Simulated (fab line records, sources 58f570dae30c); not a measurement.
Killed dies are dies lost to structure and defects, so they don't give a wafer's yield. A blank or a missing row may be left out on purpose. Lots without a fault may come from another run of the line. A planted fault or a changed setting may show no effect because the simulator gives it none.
Which tool did it? | flow berkeley_cmos170 | 14 lots, 42 wafers sampled, at 4 steps of a route of 331

WHAT THE GAUGES READ, wafer by wafer
UCB170_PFIELD_OVL_MEAS_06.
lot  | measured    | on         | PFIELD_OVL (nm)
L161 | day 5 09:49 | overlay-01 | -5 0 -3
L162 | day 5 18:56 | overlay-02 | -8 -3 -7
L165 | day 5 19:11 | overlay-02 | 0 1 2
L176 | day 8 07:38 | overlay-02 | -1 -1 -1
L177 | day 8 07:22 | overlay-02 | 5 -2 -8
L179 | day 8 20:27 | overlay-02 | 1 -9 2
L178 | day 8 19:54 | overlay-02 | -3 -4 -4
L180 | day 8 20:11 | overlay-02 | -2 -3 -2
L181 | day 9 08:24 | overlay-02 | 9 1 4
L182 | day 9 09:29 | overlay-02 | 1 -2 2
L183 | day 9 09:13 | overlay-02 | -6 -3 -4
L184 | day 9 19:56 | overlay-02 | 3 8 2

UCB170_V1_CD_MEAS_12: target cd 700 nm.
lot  | measured     | on        | cd_nm (nm)
L161 | day 8 23:38  | cd_sem-02 | 696.8 698.3 698.6
L162 | day 9 15:10  | cd_sem-02 | 696.1 697.5 696.9
L165 | day 9 12:51  | cd_sem-02 | 703.8 703.3 702.9
L176 | day 11 18:46 | cd_sem-02 | 697.5 698.9 699.3
L177 | day 11 16:46 | cd_sem-02 | 702.2 701.6 702.0
L179 | day 12 22:22 | cd_sem-01 | 697.9 699.3 697.5
L178 | day 12 22:35 | cd_sem-01 | 699.0 698.5 700.6
L180 | day 12 22:09 | cd_sem-01 | 700.6 702.2 701.0
L181 | day 13 13:26 | cd_sem-01 | 702.4 700.4 701.1
L182 | day 13 13:59 | cd_sem-01 | 698.1 699.2 699.5
L183 | day 13 09:23 | cd_sem-01 | 699.2 699.2 697.9
L184 | day 13 13:52 | cd_sem-01 | 701.2 699.9 699.7

WHICH TOOL RAN EACH LOT (tool, then ch and the chambers of the sampled wafers, then the start)
lot  | UCB170_NWELL_STRIP_15               | UCB170_ACTIVE_STRIP_16
L161 | plasma_asher-01 ch 0,1, day 2 20:38 | plasma_asher-01 ch 1, day 5 08:35
L162 | plasma_asher-03 ch 0, day 3 02:38   | plasma_asher-02 ch 0,1, day 5 16:31
L165 | plasma_asher-03 ch 0,1, day 3 11:13 | plasma_asher-04 ch 0,1, day 5 16:46
L170 | plasma_asher-03 ch 0,1, day 4 10:55 | -
L171 | plasma_asher-02 ch 0,1, day 4 18:33 | -
L176 | plasma_asher-02 ch 0,1, day 5 22:04 | plasma_asher-01 ch 0,1, day 8 05:25
L177 | plasma_asher-01 ch 0,1, day 5 22:20 | plasma_asher-02 ch 0,1, day 8 05:10
L179 | plasma_asher-03 ch 0,1, day 6 05:44 | plasma_asher-02 ch 0,1, day 8 17:52
L178 | plasma_asher-01 ch 0,1, day 6 06:01 | plasma_asher-02 ch 0,1, day 8 16:59
L180 | plasma_asher-02 ch 0,1, day 6 12:42 | plasma_asher-04 ch 0,1, day 8 17:08
L181 | plasma_asher-02 ch 0,1, day 6 16:47 | plasma_asher-02 ch 1, day 9 05:49
L182 | plasma_asher-02 ch 0,1, day 7 01:31 | plasma_asher-04 ch 0,1, day 9 06:32
L183 | plasma_asher-03 ch 0,1, day 7 01:43 | plasma_asher-01 ch 0,1, day 9 06:11
L184 | plasma_asher-02 ch 0,1, day 7 12:04 | plasma_asher-01 ch 0,1, day 9 17:58
- UCB170_NWELL_STRIP_15: strips in O2.
- UCB170_ACTIVE_STRIP_16: strips in O2.

WHAT THE TOOLS THEMSELVES READ (means of the sampled wafers that have a number; where no wafer has one, the mark that the record gives instead)
UCB170_NWELL_STRIP_15.
lot  | tool            | chamber_pressure_mTorr (mTorr) | drypump_motor_current_A (A) | oes_product_au (a.u.) | strip_time_to_endpoint_s (s)
L161 | plasma_asher-01 | 3499                           | 5.3                         | 0.722                 | 18.13
L162 | plasma_asher-03 | 3497                           | 5.6                         | 0.725                 | 18.01
L165 | plasma_asher-03 | 3501                           | 5.7                         | 0.721                 | 18.09
L170 | plasma_asher-03 | -                              | -                           | -                     | -
L171 | plasma_asher-02 | -                              | -                           | -                     | -
L176 | plasma_asher-02 | 3499                           | 5.5                         | 0.725                 | 17.94
L177 | plasma_asher-01 | 3502                           | 5.3                         | 0.722                 | 17.98
L179 | plasma_asher-03 | 3502                           | 5.7                         | 0.722                 | 18.01
L178 | plasma_asher-01 | 3496                           | 5.3                         | 0.721                 | 18.03
L180 | plasma_asher-02 | 3498                           | 5.5                         | 0.725                 | 17.85
L181 | plasma_asher-02 | 3499                           | 5.5                         | 0.724                 | 18.06
L182 | plasma_asher-02 | 3499                           | 5.8                         | 0.721                 | 17.89
L183 | plasma_asher-03 | 3502                           | 5.7                         | 0.723                 | 18.07
L184 | plasma_asher-02 | 3502                           | 5.8                         | 0.719                 | 18.02

UCB170_ACTIVE_STRIP_16.
lot  | tool            | chamber_pressure_mTorr (mTorr) | drypump_motor_current_A (A) | oes_product_au (a.u.) | strip_time_to_endpoint_s (s)
L161 | plasma_asher-01 | 3501.2                         | 5.6                         | 0.722                 | 17.92
L162 | plasma_asher-02 | 3500.7                         | 5.5                         | 0.722                 | 18.05
L165 | plasma_asher-04 | 3499.1                         | 5.1                         | 0.720                 | 17.90
L176 | plasma_asher-01 | 3500.9                         | 5.5                         | 0.721                 | 18.07
L177 | plasma_asher-02 | 3498.2                         | 5.8                         | 0.724                 | 18.14
L179 | plasma_asher-02 | 3501.6                         | 5.5                         | 0.722                 | 18.02
L178 | plasma_asher-02 | 3500.4                         | 5.9                         | 0.719                 | 18.08
L180 | plasma_asher-04 | 3499.2                         | 5.3                         | 0.722                 | 18.04
L181 | plasma_asher-02 | 3499.4                         | 5.1                         | 0.719                 | 18.09
L182 | plasma_asher-04 | 3499.5                         | 5.3                         | 0.721                 | 17.89
L183 | plasma_asher-01 | 3498.7                         | 5.5                         | 0.716                 | 18.15
L184 | plasma_asher-01 | 3499.3                         | 5.4                         | 0.721                 | 18.16

THE ANSWER, worked out from the rows above alone
Rule: what is usual is taken from the lots themselves. Put in order of their means at a reading, lots are off if they are a third of the lots or fewer, leave a main group of 4 or more, and stand apart from it by a gap of 3 or more times the standard deviation of the main group's means; of several such gaps the widest counts. A main group whose means are all the same, to the digits that the tables above print for the reading, isn't used. A lot without any number at a reading at which 4 lots or more have one is off too. The other lots that the step has rows for count as sound. The gauges are gone through in route order, then the tools' own readings, and for those a lot's mean is taken as printed above. The first step at which some lot is off is used, and at that step the reading that is off furthest; a lot without a number counts as furthest.
Off: L170, L171, at UCB170_NWELL_STRIP_15 (chamber_pressure_mTorr). Without a number there: L170, L171. The main group: mean 3500 mTorr, standard deviation 2.
A tool fits if, at that step or a process step before it, it ran every lot that is off, and no sound lot after the first of them. None of those tried fits.

WHAT THE SIMULATOR HAD PUT IN
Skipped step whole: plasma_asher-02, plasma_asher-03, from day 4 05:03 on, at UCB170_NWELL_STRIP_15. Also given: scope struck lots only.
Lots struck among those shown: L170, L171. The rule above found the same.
